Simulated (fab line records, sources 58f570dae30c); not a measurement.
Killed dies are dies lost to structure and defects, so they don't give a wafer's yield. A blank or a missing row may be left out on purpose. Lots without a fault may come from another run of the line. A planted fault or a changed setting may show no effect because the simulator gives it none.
Which tool did it? | flow berkeley_cmos170 | 6 lots, 18 wafers sampled, at 3 steps of a route of 331

WHAT THE GAUGES READ, wafer by wafer
UCB170_NSD_TW_MEAS_10.
lot  | measured     | on            | NSD_TW
L723 | day 8 05:34  | film_metro-03 | 4170 4175 4200
L724 | day 8 17:53  | film_metro-02 | 4170 4150 4172
L725 | day 8 18:52  | film_metro-02 | 4149 4153 4172
L728 | day 9 08:37  | film_metro-03 | 4162 4184 4155
L729 | day 9 19:02  | film_metro-02 | 4207 4188 4201
L737 | day 11 02:22 | film_metro-01 | 30 30 30

WHICH TOOL RAN EACH LOT (tool, then ch and the chambers of the sampled wafers, then the start)
lot  | UCB170_PSD_STRIP_09                  | UCB170_NSD_STRIP_09
L723 | plasma_asher-04 ch 0,1, day 8 03:12  | plasma_asher-02 ch 0,1, day 8 05:28
L724 | plasma_asher-03 ch 0,1, day 8 15:47  | plasma_asher-02 ch 0,1, day 8 17:47
L725 | plasma_asher-04 ch 0,1, day 8 16:20  | plasma_asher-01 ch 0,1, day 8 18:46
L728 | plasma_asher-01 ch 0,1, day 9 05:52  | plasma_asher-01 ch 0,1, day 9 08:31
L729 | plasma_asher-03 ch 0,1, day 9 16:34  | plasma_asher-03 ch 0,1, day 9 18:56
L737 | plasma_asher-04 ch 0,1, day 11 00:06 | plasma_asher-02 ch 0,1, day 11 02:16
- UCB170_PSD_STRIP_09: strips in O2.
- UCB170_NSD_STRIP_09: strips in O2.

THE ANSWER, worked out from the rows above alone
Rule: what is usual is taken from the lots themselves. Put in order of their means at a reading, lots are off if they are a third of the lots or fewer, leave a main group of 4 or more, and stand apart from it by a gap of 3 or more times the standard deviation of the main group's means; of several such gaps the widest counts. A main group whose means are all the same, to the digits that the tables above print for the reading, isn't used. A lot without any number at a reading at which 4 lots or more have one is off too. The other lots that the step has rows for count as sound.
Off: L737, at UCB170_NSD_TW_MEAS_10 (NSD_TW). The main group: mean 4174, standard deviation 15.
A tool fits if, at a process step before that reading, it ran every lot that is off, and no sound lot after the first of them. The gauges at UCB170_NSD_TW_MEAS_10 are tried like those tools. Can't be told from this: 3 tools fit, plasma_asher-04 at UCB170_PSD_STRIP_09, plasma_asher-02 at UCB170_NSD_STRIP_09, film_metro-01 at UCB170_NSD_TW_MEAS_10.

WHAT THE SIMULATOR HAD PUT IN
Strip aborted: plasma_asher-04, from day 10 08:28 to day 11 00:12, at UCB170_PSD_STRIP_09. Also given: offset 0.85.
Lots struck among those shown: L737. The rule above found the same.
